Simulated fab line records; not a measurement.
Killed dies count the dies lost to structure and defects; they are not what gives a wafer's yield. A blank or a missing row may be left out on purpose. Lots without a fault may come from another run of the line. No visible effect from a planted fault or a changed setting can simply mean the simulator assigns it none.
Comparing a struck lot with a sound one    flow rit-cmos    18 steps out of a route of 202
Sound: these wafers, L757.2, L757.4, L757.6. Wafers struck: L763.1, L763.5, L763.6. Last of all comes the cause.
Order at every step that has rows: each side's tool, ch and its chambers, its first start. Under that, the readings that differ: sound wafers    struck wafers    difference of the means    sigmas: that difference in standard deviations of wafers without a fault.
alike: a reading whose means differ by less than 2 such deviations, as well as words and numbers matching on both sides. not compared: withheld readings; readings where some wafer has no value; bounds like >300 that might hide an equal value; numbers whose values overlap and for which the record gives no deviation.
A row with sigmas, a row that says differs or no value, or rows on one side alone: a step with any of these is where the two part. Numbers that have no deviation but don't overlap get no sigmas and don't part them. Lack of a reading on every wafer of one side parts them only where that side has two or more wafers.

first, 3 steps without rows for these wafers: RIT_ACTIVE_CLEAN_16 (cleans in dHF, time 30 s); RIT_ACTIVE_CLEAN_17 (cleans in SC2, time 600 s); RIT_FOX1_OXIDATION_00 (target thk 350.7 nm, ox time 1130 s).
RIT_FOX1_THK_MEAS_01:
  sound on film-metro-01, day 1 17:20; struck on film-metro-03, day 3 00:08
  alike: FOX1_OXIDE_THK
then, 2 steps without rows for these wafers: RIT_FOX1_WET_ETCH_02 (etches SiO2 in BOE, target depth 350 nm, time 390 s); RIT_FOX2_OXIDATION_00 (target thk 350.7 nm, ox time 1130 s).
RIT_FOX2_THK_MEAS_01:
  sound on film-metro-01, day 1 18:49; struck on film-metro-03, day 3 01:38
  alike: FOX2_OXIDE_THK
then, 2 steps without rows for these wafers: RIT_FOX2_CLEAN_02 (cleans in dHF, time 180 s); RIT_FOX2_WET_ETCH_03 (etches Si3N4 in H3PO4, target depth 195 nm, time 2700 s).
RIT_FOX2_THK_MEAS_90:
  sound on film-metro-03, day 1 19:42; struck on film-metro-04, day 3 02:31
  alike: FIELD_OXIDE_LEFT_1_THK
then, 2 steps without rows for these wafers: RIT_NWELL_HMDS_00 (prime time 60 s); RIT_NWELL_COAT_01 (resist thk 1300 nm).
RIT_NWELL_SOFTBAKE_02: time 60 s.
  sound on litho-track-01 ch 0, day 1 20:04; struck on litho-track-01 ch 0, day 3 02:52
reading                   sound              struck             difference  sigmas
heater-power-total-W (W)  34.61 34.58 34.61  32.55 32.65 32.64  -1.99       -41
plate-temp-C (C)          90.13 90.05 90.01  86.25 86.59 86.33  -3.67       -28
resist-line-temp-C (C)    22.94 22.83 22.88  23.15 23.09 23.02  +0.20       +2
then, 2 steps without rows for these wafers: RIT_NWELL_EXPOSE_03 (exposes mask M2, target cd 43900 nm); RIT_NWELL_PEB_04.
RIT_NWELL_DEVELOP_05: develop time 68 s.
  sound: litho-track-04 ch 0; struck: litho-track-02 ch 0
  alike: resist-line-temp-C
  not compared: model.NOVOLAK_of_NWELL_COAT_01.thk-nm
RIT_NWELL_OVL_MEAS_06:
  sound on overlay-01, day 1 20:46; struck on overlay-02, day 3 03:34
reading         sound        struck          difference  sigmas
NWELL_OVL (nm)  3.5 2.7 3.5  -1.2 -1.6 -0.4  -4.3        -3
RIT_M1_PROBE_99:
  sound on prober-01, day 3 10:32; struck on prober-01, day 4 15:37
  alike: killed-at-contacts, killed-at-front-end, killed-dies, killed-open, killed-short

WHERE THEY PART
Earliest at RIT_NWELL_SOFTBAKE_02; latest, in this record, at RIT_NWELL_OVL_MEAS_06. Later steps at which nothing parts them and some readings are alike: RIT_M1_PROBE_99.

WHY: the cause the simulator had injected
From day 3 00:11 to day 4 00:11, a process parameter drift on litho-track-01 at RIT_NWELL_SOFTBAKE_02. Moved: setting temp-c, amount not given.
